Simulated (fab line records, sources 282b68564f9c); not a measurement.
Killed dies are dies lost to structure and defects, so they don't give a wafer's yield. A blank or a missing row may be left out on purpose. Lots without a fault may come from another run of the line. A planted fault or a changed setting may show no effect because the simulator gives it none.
fab line records | flow rit_cmos
record lots=6 wafers=18 last_day=7
route steps=202 shown SDANNEAL@153 PSD@157 NSD@158 PLDD@159 NLDD@160 SILICIDE@161 CONTACT@168 M1@184
lots that met no fault: from a run of the same line without faults
start_h: hours from the record's first day to the start of the lot's first wafer shown | wait_h: hours since the lot's step before | " the same as in the row above | L1.1+2: a row that stands for several wafers | - no value, or no start given | * or withheld: withheld | < > ~ a bound
route shown NAME@n: a module of which the file shows steps, and the number in the route of the first | usual: mean/standard deviation of fault-free wafers | same: alike in all rows | chamber/n: place in a boat | sites: the reading at each site | _std_site: their standard deviation | _edge_site: outer sites' mean less inner sites' | radius_mm: how far each site lies from the wafer's centre | mask NAME#n: copy n | behind: the tool/chamber that last shaped the wafer | hold: why the lot was held/for how many hours/how that ended | device: the transistor (n, p or np) that didn't switch | end of line: the same wafers' tests at the end of the route | a step without rows: its recipe alone | killed: dies lost to structure and defects at the first sort, not the wafer's yield | map: a wafer's dies, x killed, . not, _ none there
set.NAME: the setting as run; set.NAME@STEP: as run at that earlier step | model.NAME: the simulator's own value behind a step, which no gauge read
lots at some steps of the route; a table a step, a row a wafer
services: from which hour (start_h, from the record's first day; less than 0 if before it) a tool's chamber was out of use, for how many hours, and why
## steps
# step RIT_SDANNEAL_CLEAN_00
# recipe chemistry=SC1 mix=3:3:50 time_s=600 temp_c=75
# step RIT_SDANNEAL_CLEAN_01
# recipe chemistry=dHF dilution=50:1 time_s=30
# step RIT_SDANNEAL_CLEAN_02
# recipe chemistry=SC2 mix=3:3:50 time_s=600 temp_c=75 dry=n2_spin
# step RIT_SDANNEAL_RTA_03
# recipe temp_c=1050 time_s=5 idle_temp_c=600 ramp_up_c_per_s=342 ramp_down_c_per_s=171 cool_to_c=600 ambient=N2
# usual chamber_o2_ppm=2.007/0.022 wafer_temp_C_max=1053.6/1.2
# columns lot.wafer tool chamber start_h wait_h chamber_o2_ppm wafer_temp_C_max
L418.2 rtp_anneal-02 0 54.43 0.0 1.994 1051.8
L418.5 " 0 " " 2.012 1053.0
L418.6 " 0 " " 2.006 1056.1
L423.3 rtp_anneal-01 0 85.79 0.0 2.010 1051.2
L423.5 " 0 " " 2.006 1056.4
L423.6 " 0 " " 2.027 1053.2
L429.3 rtp_anneal-01 0 120.71 0.0 2.051 1056.0
L429.4 " 0 " " 2.033 1052.1
L429.6 " 0 " " 2.003 1052.5
L431.1 rtp_anneal-01 0 130.06 0.0 1.991 1053.4
L431.3 " 0 " " 2.005 1053.8
L431.6 " 0 " " 1.997 1054.7
L434.4 rtp_anneal-02 0 141.32 0.0 1.981 1054.2
L434.5 " 0 " " 2.009 1057.1
L434.6 " 0 " " 1.987 1055.1
L436.2 rtp_anneal-02 0 149.38 0.0 1.990 1053.4
L436.4 " 0 " " 2.009 1051.5
L436.5 " 0 " " 2.014 1052.8
# step RIT_SDANNEAL_RS_MEAS_04
# recipe thk_meas_gauge=four-point-probe
# usual PSD_RS=115.9/0.33
# columns lot.wafer tool chamber start_h wait_h PSD_RS[ohm/sq]
L418.2 film_metro-03 - 54.49 0.1 116.1
L418.5 " - " " 116.0
L418.6 " - " " 116.1
L423.3 film_metro-01 - 85.87 0.1 115.8
L423.5 " - " " 116.0
L423.6 " - " " 116.0
L429.3 film_metro-04 - 120.79 0.1 115.4
L429.4 " - " " 115.2
L429.6 " - " " 115.3
L431.1 film_metro-01 - 130.12 0.0 116.2
L431.3 " - " " 115.8
L431.6 " - " " 115.9
L434.4 film_metro-01 - 141.41 0.1 115.6
L434.5 " - " " 115.8
L434.6 " - " " 115.6
L436.2 film_metro-04 - 149.45 0.1 115.7
L436.4 " - " " 115.5
L436.5 " - " " 115.0
# step RIT_SDANNEAL_RS_MEAS_05
# recipe thk_meas_gauge=four-point-probe
# usual NSD_RS=84.50/0.29
# columns lot.wafer tool chamber start_h wait_h NSD_RS[ohm/sq]
L418.2 film_metro-03 - 54.61 0.1 84.29
L418.5 " - " " 84.62
L418.6 " - " " 84.10
L423.3 film_metro-01 - 85.99 0.1 84.52
L423.5 " - " " 84.72
L423.6 " - " " 84.24
L429.3 film_metro-04 - 120.91 0.1 83.95
L429.4 " - " " 84.17
L429.6 " - " " 83.87
L431.1 film_metro-01 - 130.24 0.1 84.92
L431.3 " - " " 84.85
L431.6 " - " " 84.35
L434.4 film_metro-01 - 141.53 0.1 84.27
L434.5 " - " " 84.21
L434.6 " - " " 84.34
L436.2 film_metro-04 - 149.57 0.1 84.64
L436.4 " - " " 84.60
L436.5 " - " " 84.64
# step RIT_SDANNEAL_RS_MEAS_06
# recipe thk_meas_gauge=four-point-probe
# usual PLDD_RS=178.7/0.49
# columns lot.wafer tool chamber start_h wait_h PLDD_RS[ohm/sq]
L418.2 film_metro-03 - 54.73 0.1 179.1
L418.5 " - " " 178.6
L418.6 " - " " 178.9
L423.3 film_metro-01 - 86.11 0.1 178.8
L423.5 " - " " 178.9
L423.6 " - " " 178.3
L429.3 film_metro-04 - 121.03 0.1 179.3
L429.4 " - " " 178.2
L429.6 " - " " 178.8
L431.1 film_metro-01 - 130.36 0.1 179.3
L431.3 " - " " 178.9
L431.6 " - " " 179.1
L434.4 film_metro-01 - 141.65 0.1 178.1
L434.5 " - " " 178.0
L434.6 " - " " 178.1
L436.2 film_metro-04 - 149.69 0.1 178.4
L436.4 " - " " 178.6
L436.5 " - " " 178.2
# step RIT_SDANNEAL_RS_MEAS_07
# recipe thk_meas_gauge=four-point-probe
# usual NLDD_RS=151.6/0.51
# columns lot.wafer tool chamber start_h wait_h NLDD_RS[ohm/sq]
L418.2 film_metro-03 - 54.85 0.1 152.1
L418.5 " - " " 152.1
L418.6 " - " " 152.0
L423.3 film_metro-01 - 86.23 0.1 151.1
L423.5 " - " " 150.5
L423.6 " - " " 150.8
L429.3 film_metro-04 - 121.15 0.1 152.0
L429.4 " - " " 152.1
L429.6 " - " " 151.6
L431.1 film_metro-01 - 130.48 0.1 151.6
L431.3 " - " " 151.7
L431.6 " - " " 152.3
L434.4 film_metro-01 - 141.77 0.1 151.3
L434.5 " - " " 151.8
L434.6 " - " " 152.2
L436.2 film_metro-04 - 149.81 0.1 150.9
L436.4 " - " " 151.6
L436.5 " - " " 151.4
# step RIT_SILICIDE_WET_ETCH_00
# recipe chemistry=BOE target=SiO2 target_depth_nm=14 time_s=15 dry=n2_spin dilution=10:1 temp_c=21.5
# step RIT_SILICIDE_SPUTTER_01
# recipe material=Ti target_thk_nm=30 power_w=350 chamber_pressure_pa=0.667 gas=Ar time_s=240 substrate_temp_c=25
# usual throttle_valve_pct=29.4/0.94
# columns lot.wafer tool chamber start_h wait_h throttle_valve_pct
L418.2 pvd_sputter-03 - 54.98 0.0 28.7
L418.5 " - " " 31.1
L418.6 " - " " 28.6
L423.3 pvd_sputter-01 - 86.32 0.0 29.9
L423.5 " - " " 30.0
L423.6 " - " " 29.7
L429.3 pvd_sputter-03 - 121.24 0.0 29.6
L429.4 " - " " 28.7
L429.6 " - " " 28.6
L431.1 pvd_sputter-01 - 130.61 0.0 28.8
L431.3 " - " " 29.7
L431.6 " - " " 28.6
L434.4 pvd_sputter-01 - 141.84 0.0 29.9
L434.5 " - " " 29.7
L434.6 " - " " 30.0
L436.2 pvd_sputter-03 - 149.92 0.0 31.2
L436.4 " - " " 29.4
L436.5 " - " " 28.3
# step RIT_SILICIDE_RS_MEAS_02
# recipe thk_meas_gauge=four-point-probe reads=Ti_of_SILICIDE_SPUTTER_01
# usual SILICIDE_TI_RS=48.2/0.74
# columns lot.wafer tool chamber start_h wait_h SILICIDE_TI_RS[ohm/sq]
L418.2 film_metro-03 - 55.15 0.1 47.8
L418.5 " - " " 47.4
L418.6 " - " " 48.1
L423.3 film_metro-02 - 86.51 0.1 48.1
L423.5 " - " " 48.8
L423.6 " - " " 48.8
L429.3 film_metro-03 - 121.43 0.1 48.0
L429.4 " - " " 48.6
L429.6 " - " " 48.4
L431.1 film_metro-01 - 130.76 0.1 47.7
L431.3 " - " " 47.3
L431.6 " - " " 47.9
L434.4 film_metro-01 - 142.05 0.1 47.3
L434.5 " - " " 47.0
L434.6 " - " " 47.5
L436.2 film_metro-03 - 150.09 0.1 48.1
L436.4 " - " " 48.5
L436.5 " - " " 48.6
# step RIT_SILICIDE_THK_MEAS_03
# recipe thk_meas_gauge=xrf reads=Ti_of_SILICIDE_SPUTTER_01
# usual SILICIDE_TI_THK=30.1/0.37
# columns lot.wafer tool chamber start_h wait_h SILICIDE_TI_THK[nm]
L418.2 film_metro-03 - 55.26 0.1 30.5
L418.5 " - " " 30.7
L418.6 " - " " 30.5
L423.3 film_metro-02 - 86.61 0.1 30.0
L423.5 " - " " 29.8
L423.6 " - " " 29.8
L429.3 film_metro-03 - 121.53 0.1 30.4
L429.4 " - " " 30.0
L429.6 " - " " 30.2
L431.1 film_metro-01 - 130.88 0.1 30.2
L431.3 " - " " 30.5
L431.6 " - " " 30.1
L434.4 film_metro-01 - 142.14 0.1 30.4
L434.5 " - " " 30.6
L434.6 " - " " 30.4
L436.2 film_metro-03 - 150.20 0.1 30.2
L436.4 " - " " 30.3
L436.5 " - " " 30.1
# step RIT_SILICIDE_RTA_04
# recipe temp_c=650 time_s=10 idle_temp_c=25 ramp_up_s=5 ramp_down_s=5 cool_to_c=25 ambient=N2
# usual chamber_o2_ppm=2.005/0.02 wafer_temp_C_max=654.6/0.91
# columns lot.wafer tool chamber start_h wait_h chamber_o2_ppm wafer_temp_C_max
L418.2 rtp_anneal-01 0 55.32 0.1 2.018 653.8
L418.5 " 0 " " 2.019 653.8
L418.6 " 0 " " 2.031 654.5
L423.3 rtp_anneal-02 0 86.67 0.1 2.019 654.9
L423.5 " 0 " " 2.052 654.3
L423.6 " 0 " " 2.039 654.8
L429.3 rtp_anneal-02 0 121.59 0.1 1.990 654.8
L429.4 " 0 " " 2.020 654.0
L429.6 " 0 " " 1.991 653.6
L431.1 rtp_anneal-02 0 130.94 0.1 2.005 653.6
L431.3 " 0 " " 1.983 654.4
L431.6 " 0 " " 2.008 654.9
L434.4 rtp_anneal-01 0 142.21 0.1 1.975 655.7
L434.5 " 0 " " 2.024 654.8
L434.6 " 0 " " 2.023 654.2
L436.2 rtp_anneal-01 0 150.27 0.1 2.010 654.5
L436.4 " 0 " " 2.007 654.5
L436.5 " 0 " " 2.025 654.4
# step RIT_SILICIDE_WET_ETCH_05
# recipe chemistry=SPM target=Ti temp_c=90 time_s=120 dry=n2_spin
# step RIT_SILICIDE_RTA_06
# recipe temp_c=750 time_s=10 idle_temp_c=25 ramp_up_s=5 ramp_down_s=10 cool_to_c=25 ambient=N2
# usual chamber_o2_ppm=2.002/0.021 wafer_temp_C_max=755.3/1.1
# columns lot.wafer tool chamber start_h wait_h chamber_o2_ppm wafer_temp_C_max
L418.2 rtp_anneal-02 0 55.43 0.0 2.011 754.6
L418.5 " 0 " " 2.004 756.2
L418.6 " 0 " " 1.986 755.9
L423.3 rtp_anneal-01 0 86.78 0.0 1.988 755.4
L423.5 " 0 " " 2.003 753.3
L423.6 " 0 " " 1.999 755.5
L429.3 rtp_anneal-01 0 121.70 0.0 1.997 754.3
L429.4 " 0 " " 2.014 755.6
L429.6 " 0 " " 2.014 757.2
L431.1 rtp_anneal-01 0 131.05 0.0 2.017 754.2
L431.3 " 0 " " 1.974 754.5
L431.6 " 0 " " 2.021 756.8
L434.4 rtp_anneal-02 0 142.32 0.0 2.011 755.7
L434.5 " 0 " " 2.021 756.4
L434.6 " 0 " " 2.058 755.0
L436.2 rtp_anneal-02 0 150.43 0.0 1.993 755.8
L436.4 " 0 " " 2.023 756.9
L436.5 " 0 " " 2.011 754.6
# step RIT_CONTACT_CVD_00
# recipe material=SiO2 target_thk_nm=400 precursor=TEOS temp_c=390 time_s=61 rf_w=400
# step RIT_CONTACT_THK_MEAS_01
# recipe reads=SiO2_of_CONTACT_CVD_00
# usual CONTACT_TEOS_THK=400/5.5
# columns lot.wafer tool chamber start_h wait_h CONTACT_TEOS_THK[nm]
L418.2 film_metro-02 - 55.55 0.0 392
L418.5 " - " " 402
L418.6 " - " " 398
L423.3 film_metro-01 - 86.90 0.0 399
L423.5 " - " " 410
L423.6 " - " " 402
L429.3 film_metro-02 - 121.81 0.0 399
L429.4 " - " " 408
L429.6 " - " " 400
L431.1 film_metro-02 - 131.17 0.0 400
L431.3 " - " " 393
L431.6 " - " " 405
L434.4 film_metro-01 - 142.43 0.0 404
L434.5 " - " " 398
L434.6 " - " " 398
L436.2 film_metro-04 - 150.55 0.0 406
L436.4 " - " " 411
L436.5 " - " " 400
# step RIT_CONTACT_HMDS_02
# recipe prime_time_s=60 prime_temp_c=140
# step RIT_CONTACT_COAT_03
# recipe resist=NOVOLAK spin_rpm=3250 resist_thk_nm=1000
# step RIT_CONTACT_SOFTBAKE_04
# recipe resist=NOVOLAK temp_c=90 time_s=60
# step RIT_CONTACT_EXPOSE_05
# recipe mask_id=M11 na=0.6 source_shape=conventional sigma_outer=0.5 target_cd_nm=1000 dose_mj=250
# step RIT_CONTACT_PEB_06
# recipe resist=NOVOLAK temp_c=withheld time_s=withheld
# step RIT_CONTACT_DEVELOP_07
# recipe resist=NOVOLAK develop_time_s=120 dev_temp_c=23
# step RIT_CONTACT_CD_MEAS_08
# recipe target_cd_nm=1000
# usual cd_nm=1000.4/2.5
# columns lot.wafer tool chamber start_h wait_h cd_nm
L418.2 cd_sem-01 - 56.71 - 1000.4
L418.5 " - " " 1000.2
L418.6 " - " " 999.6
L423.3 cd_sem-01 - 88.06 - 995.9
L423.5 " - " " 994.3
L423.6 " - " " 998.5
L429.3 cd_sem-01 - 122.86 - 1003.0
L429.4 " - " " 1001.8
L429.6 " - " " 999.6
L431.1 cd_sem-01 - 132.33 - 1002.5
L431.3 " - " " 1001.2
L431.6 " - " " 1001.6
L434.4 cd_sem-01 - 143.61 - 996.8
L434.5 " - " " 997.4
L434.6 " - " " 998.4
L436.2 cd_sem-01 - 151.59 - 1000.5
L436.4 " - " " 999.5
L436.5 " - " " 999.2
# step RIT_CONTACT_OVL_MEAS_09
# usual CONTACT_OVL=-0.9/1.2
# columns lot.wafer tool chamber start_h wait_h CONTACT_OVL[nm]
L418.2 overlay-01 - 56.81 0.1 0.0
L418.5 " - " " -1.6
L418.6 " - " " 0.4
L423.3 overlay-01 - 88.15 0.1 -2.9
L423.5 " - " " -2.2
L423.6 " - " " -2.4
L429.3 overlay-01 - 122.95 0.1 -1.9
L429.4 " - " " -2.6
L429.6 " - " " -2.3
L431.1 overlay-02 - 132.45 0.1 -1.0
L431.3 " - " " -0.8
L431.6 " - " " -0.2
L434.4 overlay-01 - 143.69 0.1 0.5
L434.5 " - " " 0.3
L434.6 " - " " 1.7
L436.2 overlay-01 - 151.69 0.1 -1.2
L436.4 " - " " -2.5
L436.5 " - " " -2.0
# step RIT_CONTACT_HARDBAKE_10
# recipe resist=NOVOLAK temp_c=140 time_s=60
# step RIT_CONTACT_ETCH_11
# recipe target_depth_a=4800 over_etch_frac=0.2 stop_on=TiSi2 chemistry=CHF3/CF4/Ar target=SiO2 CHF3_flow_sccm=50 cf4_flow_sccm=10 Ar_flow_sccm=100 O2_flow_sccm=5 pressure_mtorr=100 rf_w=200 time_s=320
# usual drypump_motor_current_A=5.8/0.62 oes_product_au=0.993/0.016 throttle_valve_pct=8.89/0.15
# columns lot.wafer tool chamber start_h wait_h drypump_motor_current_A oes_product_au rf_hours_counter_h throttle_valve_pct
L418.2 rie_diel-04 3 56.99 0.1 6.3 0.973 51 8.89
L418.5 " 0 " " 6.6 1.016 - 8.76
L418.6 " 3 " " 6.4 0.962 - 8.88
L423.3 rie_diel-02 2 88.32 0.1 5.3 0.968 4 9.14
L423.5 " 3 " " 5.5 0.990 - 8.90
L423.6 " 2 " " 5.3 0.965 - 9.15
L429.3 rie_diel-02 1 123.13 0.1 6.5 0.995 7 9.07
L429.4 " 2 " " 5.3 0.964 5 9.14
L429.6 " 1 " " 6.4 0.998 - 9.09
L431.1 rie_diel-04 1 132.64 0.1 5.0 1.005 9 8.67
L431.3 " 2 " " 5.0 1.012 71 9.10
L431.6 " 3 " " 6.4 0.972 - 8.90
L434.4 rie_diel-04 3 143.86 0.1 6.4 0.968 52 8.88
L434.5 " 1 " " 5.0 0.991 - 8.66
L434.6 " 0 " " 6.6 1.013 - 8.77
L436.2 rie_diel-03 0 151.87 0.1 6.7 1.001 6 8.73
L436.4 " 2 " " 5.2 1.002 1 8.86
L436.5 " 1 " " 6.2 1.006 - 8.81
# step RIT_CONTACT_STRIP_12
# recipe chemistry=O2 time_s=180 resist=NOVOLAK platen_temp_c=withheld power_w=500 pressure_mtorr=4000 o2_flow_sccm=4000
# usual drypump_motor_current_A=6.1/0.42
# columns lot.wafer tool chamber start_h wait_h drypump_motor_current_A rf_hours_counter_h
L418.2 plasma_asher-01 0 57.19 0.1 5.7 44
L418.5 " 1 " " 6.4 -
L418.6 " 0 " " 5.6 -
L423.3 plasma_asher-01 0 88.58 0.2 5.6 -
L423.5 " 1 " " 6.4 -
L423.6 " 0 " " 5.6 -
L429.3 plasma_asher-01 1 123.38 0.2 6.4 -
L429.4 " 0 " " 5.6 -
L429.6 " 1 " " 6.4 -
L431.1 plasma_asher-03 1 132.84 0.1 6.3 51
L431.3 " 0 " " 6.8 -
L431.6 " 1 " " 6.4 -
L434.4 plasma_asher-02 1 144.11 0.2 5.9 -
L434.5 " 0 " " 5.6 -
L434.6 " 1 " " 5.8 -
L436.2 plasma_asher-03 0 152.07 0.1 6.8 52
L436.4 " 1 " " 6.3 -
L436.5 " 0 " " 6.8 -
# step RIT_CONTACT_CD_MEAS_90
# recipe target_cd_nm=1000
# usual cd_nm=1000.4/2.5
# columns lot.wafer tool chamber start_h wait_h cd_nm
L418.2 cd_sem-01 - 57.38 0.1 1000.8
L418.5 " - " " 999.7
L418.6 " - " " 999.6
L423.3 cd_sem-01 - 88.73 0.1 995.7
L423.5 " - " " 994.8
L423.6 " - " " 998.1
L429.3 cd_sem-02 - 123.54 0.1 1003.3
L429.4 " - " " 1002.2
L429.6 " - " " 999.4
L431.1 cd_sem-02 - 133.01 0.1 1002.3
L431.3 " - " " 1001.2
L431.6 " - " " 1001.6
L434.4 cd_sem-01 - 144.29 0.1 996.5
L434.5 " - " " 997.0
L434.6 " - " " 998.0
L436.2 cd_sem-02 - 152.26 0.1 1000.3
L436.4 " - " " 999.2
L436.5 " - " " 999.5
# step RIT_CONTACT_CLEAN_13
# recipe chemistry=SC1 mix=3:3:50 time_s=600 temp_c=75
# step RIT_CONTACT_CLEAN_14
# recipe chemistry=SC2 mix=3:3:50 time_s=600 temp_c=75 dry=n2_spin
# step RIT_M1_SPUTTER_00
# recipe material=Al target_thk_nm=400 power_w=2000 chamber_pressure_pa=0.4 gas=Ar time_s=500 substrate_temp_c=25
# step RIT_M1_RS_MEAS_01
# recipe thk_meas_gauge=four-point-probe reads=Al_of_M1_SPUTTER_00
# usual M1_AL_RS=0.0738/0.00088
# columns lot.wafer tool chamber start_h wait_h M1_AL_RS[ohm/sq]
L418.2 film_metro-04 - 58.32 0.2 0.0741
L418.5 " - " " 0.0733
L418.6 " - " " 0.0750
L423.3 film_metro-04 - 89.50 0.2 0.0725
L423.5 " - " " 0.0738
L423.6 " - " " 0.0723
L429.3 film_metro-03 - 124.30 0.2 0.0735
L429.4 " - " " 0.0747
L429.6 " - " " 0.0742
L431.1 film_metro-03 - 133.79 0.1 0.0731
L431.3 " - " " 0.0744
L431.6 " - " " 0.0730
L434.4 film_metro-03 - 145.05 0.2 0.0743
L434.5 " - " " 0.0747
L434.6 " - " " 0.0739
L436.2 film_metro-04 - 153.03 0.2 0.0731
L436.4 " - " " 0.0742
L436.5 " - " " 0.0731
# step RIT_M1_THK_MEAS_02
# recipe thk_meas_gauge=xrf reads=Al_of_M1_SPUTTER_00
# usual M1_AL_THK=391/4.8
# columns lot.wafer tool chamber start_h wait_h M1_AL_THK[nm]
L418.2 film_metro-04 - 58.43 0.1 392
L418.5 " - " " 394
L418.6 " - " " 389
L423.3 film_metro-04 - 89.60 0.1 398
L423.5 " - " " 392
L423.6 " - " " 397
L429.3 film_metro-03 - 124.40 0.1 396
L429.4 " - " " 390
L429.6 " - " " 389
L431.1 film_metro-03 - 133.91 0.1 397
L431.3 " - " " 393
L431.6 " - " " 398
L434.4 film_metro-03 - 145.14 0.1 389
L434.5 " - " " 390
L434.6 " - " " 393
L436.2 film_metro-04 - 153.14 0.1 397
L436.4 " - " " 390
L436.5 " - " " 398
# step RIT_M1_HMDS_03
# recipe prime_time_s=60 prime_temp_c=140
# step RIT_M1_COAT_04
# recipe resist=NOVOLAK spin_rpm=2000 resist_thk_nm=1300
# step RIT_M1_SOFTBAKE_05
# recipe resist=NOVOLAK temp_c=90 time_s=60
# step RIT_M1_EXPOSE_06
# recipe mask_id=M12 na=0.6 source_shape=conventional sigma_outer=0.5 target_cd_nm=2600 dose_mj=250
# step RIT_M1_PEB_07
# recipe resist=NOVOLAK temp_c=withheld time_s=withheld
# step RIT_M1_DEVELOP_08
# recipe resist=NOVOLAK develop_time_s=68 dev_temp_c=23
# step RIT_M1_CD_MEAS_09
# recipe target_cd_nm=2600
# usual cd_nm=2599.8/2.6
# columns lot.wafer tool chamber start_h wait_h cd_nm
L418.2 cd_sem-01 - 59.51 - 2601.9
L418.5 " - " " 2602.1
L418.6 " - " " 2603.1
L423.3 cd_sem-01 - 90.68 - 2599.7
L423.5 " - " " 2604.9
L423.6 " - " " 2600.9
L429.3 cd_sem-02 - 125.49 - 2599.6
L429.4 " - " " 2600.2
L429.6 " - " " 2599.5
L431.1 cd_sem-02 - 135.07 - 2599.6
L431.3 " - " " 2597.4
L431.6 " - " " 2595.8
L434.4 cd_sem-01 - 146.25 - 2599.8
L434.5 " - " " 2599.1
L434.6 " - " " 2600.6
L436.2 cd_sem-02 - 154.24 - 2598.6
L436.4 " - " " 2599.0
L436.5 " - " " 2599.8
# step RIT_M1_OVL_MEAS_10
# usual M1_OVL=-0.5/1.3
# columns lot.wafer tool chamber start_h wait_h M1_OVL[nm]
L418.2 overlay-02 - 59.61 0.1 -1.0
L418.5 " - " " -0.2
L418.6 " - " " -0.5
L423.3 overlay-02 - 90.78 0.1 -2.3
L423.5 " - " " -1.0
L423.6 " - " " -2.6
L429.3 overlay-02 - 125.58 0.1 2.2
L429.4 " - " " -0.2
L429.6 " - " " 0.4
L431.1 overlay-02 - 135.19 0.1 0.8
L431.3 " - " " 2.0
L431.6 " - " " 0.3
L434.4 overlay-02 - 146.33 0.1 -2.2
L434.5 " - " " -0.8
L434.6 " - " " -0.7
L436.2 overlay-01 - 154.35 0.1 -0.9
L436.4 " - " " -1.8
L436.5 " - " " -1.5
# step RIT_M1_PROBE_99
# usual killed_at_contacts=0.1/0.27 killed_at_front_end=6/3 killed_dies=7/3 killed_open=3.1/2 killed_short=3.4/2
# same gross_dies=264 killed_at_M0_to_M3=0 killed_at_M4_up=0 killed_at_back_side=0 killed_at_other=0
# columns lot.wafer tool chamber start_h wait_h killed_at_contacts killed_at_front_end killed_dies killed_open killed_short model.etest.contact_pplus.end_ohm_um model.etest.contact_nplus.end_ohm_um model.etest.npoly_line.rs_ohm_sq_rim_less_centre model.etest.npoly_line.rs_ohm_sq_range model.etest.npoly_line.rs_ohm_sq model.etest.ppoly_line.rs_ohm_sq model.etest.nplus_sal.rs_ohm_sq_rim_less_centre model.etest.nplus_sal.rs_ohm_sq_range
L418.2 prober-02 - 62.20 0.1 0 6 6 3 3 42.81 40.33 -0.07374 0.4333 17 16.55 0.07205 0.1196
L418.5 prober-02 - 62.35 0.2 0 6 6 3 3 42.43 41.63 -0.1966 0.4615 16.94 16.51 0.07003 0.09363
L418.6 prober-02 - 62.40 0.2 1 3 4 2 2 43.06 40.43 -0.1305 0.258 17.16 16.52 0.04452 0.05832
L423.3 prober-01 - 93.40 0.2 0 3 3 1 2 41.45 40.69 -0.1641 0.4829 16.96 16.41 -0.03096 0.05699
L423.5 prober-01 - 93.50 0.2 1 7 8 4 4 41.99 39.6 0.1283 0.298 17.07 16.32 0.04934 0.08372
L423.6 prober-01 - 93.55 0.2 0 8 8 4 4 42.07 40.86 0.01418 0.3875 17.13 16.65 -0.01334 0.05017
L429.3 prober-01 - 128.22 0.2 0 0 0 0 0 47.77 43.72 -1.517 1.752 16.1 15.79 -0.5107 0.5267
L429.4 prober-01 - 128.27 0.2 0 7 7 1 6 46.28 44.82 -1.622 1.638 16.29 15.75 -0.4872 0.5025
L429.6 prober-01 - 128.37 0.2 1 7 8 2 6 47 44.31 -1.523 1.634 16.25 15.74 -0.4554 0.46
L431.1 prober-01 - 137.72 0.1 0 9 9 1 8 47.08 43.39 -1.657 1.83 16 15.54 -0.4895 0.5207
L431.3 prober-01 - 137.82 0.2 0 5 5 3 2 46.82 43.62 -1.714 1.885 15.96 15.41 -0.4913 0.5047
L431.6 prober-01 - 137.97 0.2 0 4 4 4 0 45.54 42.34 -1.459 1.566 15.96 15.66 -0.4956 0.5246
L434.4 prober-01 - 149.00 0.2 0 10 10 8 2 43.94 42.82 -0.1536 0.4767 16.99 16.35 0.08449 0.1005
L434.5 prober-01 - 149.05 0.2 0 2 2 0 2 43.89 42.85 -0.1426 0.3321 16.89 16.46 0.04895 0.09438
L434.6 prober-01 - 149.10 0.2 0 12 12 6 6 44.03 41.7 0.1641 0.3467 17.04 16.52 0.03104 0.06686
L436.2 prober-02 - 156.93 0.1 0 4 4 0 4 42.94 40.76 0.03318 0.3856 17.03 16.57 0.005289 0.07752
L436.4 prober-02 - 157.03 0.2 0 4 4 1 3 43.03 39.89 0.05135 0.1778 17.16 16.52 0.07683 0.09922
L436.5 prober-02 - 157.08 0.2 0 4 4 0 4 43.41 41.44 0.05288 0.4591 17.2 16.64 -0.001696 0.04859
# killed by level:class
L418.2 GATE:geometric_particle:open=3 GATE:geometric_particle:short=1 SPACER:geometric_particle:short=1 SILICIDE:geometric_particle:short=1
L418.5 SILICIDE:geometric_particle:short=2 FOX1:geometric_particle:short=1 FOX2:geometric_particle:open=1 SPACER:geometric_particle:open=1 SILICIDE:geometric_particle:open=1
L418.6 GATE:geometric_particle:short=2 GATE:geometric_particle:open=1 CONTACT:geometric_particle:open=1
L423.3 GATE:geometric_particle:short=1 SPACER:geometric_particle:short=1 SPACER:geometric_particle:open=1
L423.5 SPACER:geometric_particle:short=3 SPACER:geometric_particle:open=2 FOX1:geometric_particle:short=1 REOX:geometric_particle:open=1 CONTACT:geometric_particle:open=1
L423.6 SPACER:geometric_particle:short=4 SPACER:geometric_particle:open=3 GATE:geometric_particle:open=1
L429.3
L429.4 FOX2:geometric_particle:short=2 GATE:geometric_particle:short=2 FOX1:geometric_particle:open=1 FOX1:geometric_particle:short=1 SPACER:geometric_particle:short=1
L429.6 GATE:geometric_particle:short=3 FOX1:geometric_particle:short=1 FOX2:geometric_particle:open=1 GATE:geometric_particle:open=1 SPACER:geometric_particle:short=1 CONTACT:geometric_particle:short=1
L431.1 GATE:geometric_particle:short=5 FOX1:geometric_particle:short=3 FOX1:geometric_particle:open=1
L431.3 FOX1:geometric_particle:open=1 GATE:geometric_particle:short=1 REOX:geometric_particle:open=1 SPACER:geometric_particle:open=1 SPACER:geometric_particle:short=1
L431.6 GATE:geometric_particle:open=3 SPACER:geometric_particle:open=1
L434.4 FOX1:geometric_particle:open=3 GATE:geometric_particle:short=2 SILICIDE:geometric_particle:open=2 FOX2:geometric_particle:open=1 GATE:geometric_particle:open=1 REOX:geometric_particle:open=1
L434.5 REOX:geometric_particle:short=2
L434.6 FOX1:geometric_particle:short=3 REOX:geometric_particle:open=3 GATE:geometric_particle:short=2 SILICIDE:geometric_particle:open=2 GATE:geometric_particle:open=1 REOX:geometric_particle:short=1
L436.2 FOX1:geometric_particle:short=2 SPACER:geometric_particle:short=2
L436.4 FOX1:geometric_particle:short=1 FOX2:geometric_particle:short=1 GATE:geometric_particle:open=1 REOX:geometric_particle:short=1
L436.5 SPACER:geometric_particle:short=2 FOX1:geometric_particle:short=1 GATE:geometric_particle:short=1
## services
# columns tool chamber start_h hours kind
rie_diel-04 0 39.43 3.9 repair
rie_diel-04 - 39.47 8.5 repair
rie_diel-04 1 40.14 14.4 repair
plasma_asher-03 - 56.59 2.4 repair
pvd_sputter-03 - 85.99 0.6 repair
pvd_sputter-03 - 97.40 8.0 repair
rie_diel-03 2 104.07 - clean
rie_diel-03 2 104.07 17.1 scheduled_down
rie_diel-03 2 104.07 17.1 vent_cycle
plasma_asher-02 - 105.02 4.3 repair
pvd_sputter-01 - 105.71 5.2 repair
plasma_asher-01 - 108.75 9.0 pm
plasma_asher-01 0 108.75 9.0 vent_cycle
plasma_asher-01 1 108.75 9.0 vent_cycle
rie_diel-03 0 112.56 7.1 repair
plasma_asher-01 0 117.75 - clean
plasma_asher-01 1 117.75 - clean
rie_diel-02 - 126.93 28.1 pm
plasma_asher-02 - 135.24 0.7 repair
## key
first_sign none at tools or gauges
model_effect step=RIT_M1_PROBE_99 value=etest.contact_pplus.end_ohm_um without=43.31 struck=46.75
met_at RIT_SILICIDE_RTA_04
struck_wafers L429.3,L429.4,L429.6,L431.1,L431.3,L431.6
tester_left_out L429,L431
onset_between 86.67 121.59
also_fits RIT_SDANNEAL_RTA_03:rtp_anneal-01,RIT_SILICIDE_RTA_06:rtp_anneal-01
fault kind=process_parameter_drift tool=rtp_anneal-02 chamber=- onset_h=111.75 steps=RIT_SILICIDE_RTA_04 channel=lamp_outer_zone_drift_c offset=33 shape=step end_h=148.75
# tester_left_out: of these lots the tester's yield and bins aren't shown, on N5 and GAA mostly nor the transistor test; their killed dies are dies lost to structure and defects alone, not to doping, threshold or leakage, so they don't give the yield
